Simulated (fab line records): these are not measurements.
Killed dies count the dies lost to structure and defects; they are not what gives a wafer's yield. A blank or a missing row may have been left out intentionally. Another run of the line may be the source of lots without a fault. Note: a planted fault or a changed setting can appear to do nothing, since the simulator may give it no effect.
Which tool is to blame? ; flow berkeley_cmos170 ; 14 lots, 42 wafers sampled, at 2 steps of a route of 331

WHAT THE GAUGES READ, wafer by wafer
UCB170_GATE_THK_MEAS_02. Usual: for GATE_OXIDE_THK the level is 6.61 nm and the standard deviation is 0.12.
lot;measured;on;GATE_OXIDE_THK (nm);flag
L171;day 6 04:26;film_metro-01;6.69 6.56 6.44;
L172;day 6 13:11;film_metro-01;6.61 6.50 6.50;
L174;day 6 13:11;film_metro-02;6.87 6.82 6.95;
L173;day 6 13:10;film_metro-03;6.72 6.67 6.66;
L176;day 6 22:26;film_metro-02;6.67 6.67 6.57;
L181;day 8 04:00;film_metro-01;6.62 6.63 6.72;
L184;day 8 10:13;film_metro-03;6.56 6.62 6.53;
L185;day 9 02:01;film_metro-02;6.81 6.64 6.80;
L186;day 9 02:01;film_metro-01;6.50 6.42 6.45;
L188;day 9 13:22;film_metro-01;6.68 6.69 6.78;
L190;day 9 13:20;film_metro-03;6.67 6.69 6.70;
L189;day 9 13:22;film_metro-02;6.48 6.58 6.47;
L191;day 10 07:04;film_metro-02;6.63 6.63 6.53;
L194;day 10 20:30;film_metro-01;6.58 6.58 6.52;

WHICH TOOL RAN EACH LOT (tool, then ch and the chambers of the sampled wafers, then the start)
lot;UCB170_PVT_STRIP_08
L171;plasma_asher-03 ch 0, day 5 23:35
L172;plasma_asher-03 ch 0,1, day 6 09:35
L174;plasma_asher-04 ch 0,1, day 6 09:49
L173;plasma_asher-03 ch 1, day 6 10:04
L176;plasma_asher-03 ch 0,1, day 6 17:13
L181;plasma_asher-04 ch 0,1, day 8 00:08
L184;plasma_asher-03 ch 0,1, day 8 04:08
L185;plasma_asher-02 ch 0,1, day 8 19:02
L186;plasma_asher-03 ch 0,1, day 8 23:23
L188;plasma_asher-02 ch 0,1, day 9 08:32
L190;plasma_asher-03 ch 0,1, day 9 10:55
L189;plasma_asher-02 ch 0,1, day 9 10:56
L191;plasma_asher-02 ch 0,1, day 10 03:04
L194;plasma_asher-02 ch 0,1, day 10 15:11
- UCB170_PVT_STRIP_08: strips in O2.

AS READ BY THE TOOLS THEMSELVES (means over the sampled wafers that have a number; for cases with no such wafer, the mark the record gives instead)
UCB170_PVT_STRIP_08. Usual: chamber_pressure_mTorr 3500 mTorr, standard deviation 3; drypump_motor_current_A 5.67 A, standard deviation 0.28; oes_product_au 0.735 a.u., standard deviation 0.0047; strip_time_to_endpoint_s 21.66 s, standard deviation 0.059.
lot;tool;chamber_pressure_mTorr (mTorr);drypump_motor_current_A (A);oes_product_au (a.u.);strip_time_to_endpoint_s (s);flag
L171;plasma_asher-03;3502;5.69;0.739;21.70;
L172;plasma_asher-03;3501;5.85;0.739;21.70;
L174;plasma_asher-04;3500;5.50;0.733;21.60;
L173;plasma_asher-03;3503;6.21;0.733;21.63;
L176;plasma_asher-03;3500;6.03;0.738;21.63;
L181;plasma_asher-04;3498;5.50;0.737;21.60;
L184;plasma_asher-03;3504;6.03;0.736;21.59;
L185;plasma_asher-02;3501;5.57;0.732;21.66;
L186;plasma_asher-03;3501;6.02;0.734;21.70;
L188;plasma_asher-02;3498;5.52;0.733;21.66;
L190;plasma_asher-03;3501;6.03;0.737;21.73;
L189;plasma_asher-02;3500;5.50;0.732;21.63;
L191;plasma_asher-02;3499;5.56;0.739;21.73;
L194;plasma_asher-02;3501;5.50;0.733;21.63;

THE ANSWER, worked out from the rows above alone
Rule: a lot counts as off when the mean over its wafers that have a number is more than 3 standard deviations away from the usual mean. Also off: a lot with no number at a reading for which 4 or more lots have one. Any other lot the step has rows for is counted as sound. First the gauges in route order, then the tools' own readings, where a lot's mean is used as printed above. The first step at which some lot is off is used, and at that step the reading that is off furthest; a lot without a number counts as furthest.
Across all readings shown, no lot is off: no conclusion can be drawn from this.

WHAT HAD BEEN PUT IN BY THE SIMULATOR
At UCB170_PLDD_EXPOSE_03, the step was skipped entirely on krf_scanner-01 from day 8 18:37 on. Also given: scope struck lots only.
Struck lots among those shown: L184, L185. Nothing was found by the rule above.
